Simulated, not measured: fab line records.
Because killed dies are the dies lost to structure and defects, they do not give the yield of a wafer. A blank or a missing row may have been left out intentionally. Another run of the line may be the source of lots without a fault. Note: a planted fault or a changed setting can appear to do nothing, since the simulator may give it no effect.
What tool caused it? | flow rit-cmos | 12 lots, 36 wafers sampled, at 6 steps of a route of 202

WHAT THE GAUGES READ, wafer by wafer
RIT_NWELL_TW_MEAS_10.
lot  | measured    | on            | NWELL_TW
L807 | day 1 21:15 | film-metro-04 | 2176 2188 2182
L808 | day 2 01:55 | film-metro-02 | 2122 2127 2120
L809 | day 2 07:13 | film-metro-04 | 2175 2168 2167
L810 | day 2 13:16 | film-metro-01 | 2171 2160 2191
L811 | day 2 17:52 | film-metro-04 | 2171 2158 2172
L812 | day 2 23:26 | film-metro-02 | 2113 2123 2129
L813 | day 3 04:31 | film-metro-01 | 2157 2156 2170
L814 | day 3 11:47 | film-metro-02 | 2115 2132 2118
L815 | day 3 14:57 | film-metro-02 | 2121 2117 2127
L816 | day 3 17:57 | film-metro-04 | 2183 2177 2173
L817 | day 3 23:40 | film-metro-04 | 2160 2165 2154
L818 | day 4 05:26 | film-metro-02 | 2124 2125 2127

RIT_PLDD_TW_MEAS_10.
lot  | measured    | on            | PLDD_TW
L807 | day 2 20:05 | film-metro-02 | 2335 2335 2346
L808 | day 3 01:45 | film-metro-01 | 2350 2364 2369
L809 | day 3 09:43 | film-metro-03 | 2336 2335 2322
L810 | day 3 14:01 | film-metro-03 | 2322 2323 2324
L811 | day 3 16:26 | film-metro-03 | 2322 2323 2318
L812 | day 3 21:32 | film-metro-01 | 2377 2372 2355
L813 | day 4 04:47 | film-metro-02 | 2338 2323 2352
L814 | day 4 11:49 | film-metro-03 | 2325 2336 2324
L815 | day 4 12:22 | film-metro-03 | 2936 2967 2930
L816 | day 4 16:07 | film-metro-03 | 2953 2943 2956
L817 | day 4 23:49 | film-metro-02 | 2956 2963 2957
L818 | day 5 03:20 | film-metro-02 | 2947 2952 2945

RIT_PSD_OVL_MEAS_06.
lot  | measured    | on         | PSD_OVL (nm)
L807 | day 3 01:18 | overlay-01 | 2.1 3.0 1.7
L808 | day 3 06:42 | overlay-02 | 0.5 -0.8 -2.3
L809 | day 3 14:41 | overlay-02 | -0.6 -0.2 -1.8
L810 | day 3 19:07 | overlay-01 | -0.4 -1.0 -0.5
L811 | day 3 21:16 | overlay-01 | -1.2 0.1 -1.5
L812 | day 4 02:30 | overlay-01 | 0.9 0.9 1.1
L813 | day 4 09:47 | overlay-01 | 1.9 0.4 0.6
L814 | day 4 16:49 | overlay-01 | 0.3 -0.6 -2.1
L815 | day 4 17:18 | overlay-02 | -2.6 -1.9 -3.5
L816 | day 4 20:58 | overlay-02 | -1.3 -2.3 -1.7
L817 | day 5 04:56 | overlay-01 | -0.8 0.8 0.6
L818 | day 5 08:24 | overlay-01 | 1.3 1.5 0.6

RIT_SDANNEAL_RS_MEAS_06: uses a four-point probe to measure.
lot  | measured    | on            | PLDD_RS (ohm/sq)
L807 | day 3 02:34 | film-metro-03 | 178.2 178.3 178.4
L808 | day 3 08:11 | film-metro-01 | 178.0 178.4 178.6
L809 | day 3 15:57 | film-metro-01 | 178.8 178.8 178.9
L810 | day 3 20:30 | film-metro-03 | 178.6 178.2 178.5
L811 | day 3 22:31 | film-metro-03 | 178.5 178.2 178.5
L812 | day 4 03:46 | film-metro-02 | 177.7 178.2 178.3
L813 | day 4 11:02 | film-metro-03 | 178.4 177.9 178.3
L814 | day 4 18:04 | film-metro-03 | 179.0 178.1 178.5
L815 | day 4 18:35 | film-metro-02 | 68.7 68.6 68.6
L816 | day 4 22:14 | film-metro-02 | 68.6 68.8 68.6
L817 | day 5 06:13 | film-metro-03 | 68.8 68.6 68.7
L818 | day 5 09:39 | film-metro-03 | 68.8 68.8 68.7

WHAT TOOL EACH LOT RAN ON (gives the tool, then ch and the chambers of the sampled wafers, and finally the start)
lot  | RIT_PLDD_IMPLANT_08            | RIT_PSD_STRIP_09
L807 | implanter-01 ch 0, day 2 19:48 | plasma-asher-04 ch 0,1, day 3 01:41
L808 | implanter-01 ch 0, day 3 01:26 | plasma-asher-02 ch 0,1, day 3 07:17
L809 | implanter-04 ch 0, day 3 09:25 | plasma-asher-04 ch 0,1, day 3 15:04
L810 | implanter-03 ch 0, day 3 13:43 | plasma-asher-02 ch 1, day 3 19:35
L811 | implanter-01 ch 0, day 3 16:07 | plasma-asher-01 ch 0,1, day 3 21:37
L812 | implanter-03 ch 0, day 3 21:13 | plasma-asher-01 ch 0,1, day 4 02:50
L813 | implanter-03 ch 0, day 4 04:28 | plasma-asher-01 ch 0,1, day 4 10:07
L814 | implanter-04 ch 0, day 4 11:29 | plasma-asher-02 ch 0,1, day 4 17:10
L815 | implanter-01 ch 0, day 4 12:04 | plasma-asher-01 ch 0,1, day 4 17:41
L816 | implanter-01 ch 0, day 4 15:41 | plasma-asher-01 ch 0,1, day 4 21:20
L817 | implanter-03 ch 0, day 4 23:29 | plasma-asher-04 ch 0,1, day 5 05:17
L818 | implanter-04 ch 0, day 5 03:01 | plasma-asher-02 ch 0,1, day 5 08:44
- RIT_PLDD_IMPLANT_08
- RIT_PSD_STRIP_09: strips in O2, time 180 s.

AS READ BY THE TOOLS THEMSELVES (means over the sampled wafers that have a number; for cases with no such wafer, the mark the record gives instead)
RIT_PLDD_IMPLANT_08.
lot  | tool         | dose-ions-cm2
L807 | implanter-01 | 9.008e+14
L808 | implanter-01 | 9.013e+14
L809 | implanter-04 | 9.006e+14
L810 | implanter-03 | 8.992e+14
L811 | implanter-01 | 8.994e+14
L812 | implanter-03 | 9.004e+14
L813 | implanter-03 | 8.992e+14
L814 | implanter-04 | 8.998e+14
L815 | implanter-01 | 8.994e+14
L816 | implanter-01 | 9.008e+14
L817 | implanter-03 | 9.000e+14
L818 | implanter-04 | 9.001e+14

RIT_PSD_STRIP_09.
lot  | tool            | drypump-motor-current-A (A)
L807 | plasma-asher-04 | 6.1
L808 | plasma-asher-02 | 6.2
L809 | plasma-asher-04 | 6.1
L810 | plasma-asher-02 | 4.9
L811 | plasma-asher-01 | 6.1
L812 | plasma-asher-01 | 6.1
L813 | plasma-asher-01 | 6.1
L814 | plasma-asher-02 | 5.6
L815 | plasma-asher-01 | 6.1
L816 | plasma-asher-01 | 6.0
L817 | plasma-asher-04 | 6.3
L818 | plasma-asher-02 | 5.5

THE ANSWER, worked out from the rows above alone
Rule: the usual values come from the lots themselves. The widest of any qualifying gaps counts: lots, ordered by their means at a reading, are off when they make up no more than a third of the lots, leave a main group of 4 or more, and stand apart from it by 3 or more times the standard deviation of that group's means. A main group whose means are all the same, to the digits that the tables above print for the reading, isn't used. A lot without any number at a reading at which 4 lots or more have one is off too. All remaining lots with rows at the step are treated as sound. The gauges are gone through in route order, then the tools' own readings, and for those a lot's mean is taken as printed above. The first step at which some lot is off is used, and at that step the reading that is off furthest; a lot without a number counts as furthest.
Off: at RIT_PLDD_TW_MEAS_10 (PLDD_TW), L815, L816, L817, L818. The main group has a mean of 2339 with a standard deviation of 16.
If a tool, at a process step before that reading, ran all the lots that are off and no sound lot after the first of them, it fits. Gauges at RIT_PLDD_TW_MEAS_10: tried the same way as those tools. No candidate that was tried fits.

WHAT WAS PUT IN BY THE SIMULATOR
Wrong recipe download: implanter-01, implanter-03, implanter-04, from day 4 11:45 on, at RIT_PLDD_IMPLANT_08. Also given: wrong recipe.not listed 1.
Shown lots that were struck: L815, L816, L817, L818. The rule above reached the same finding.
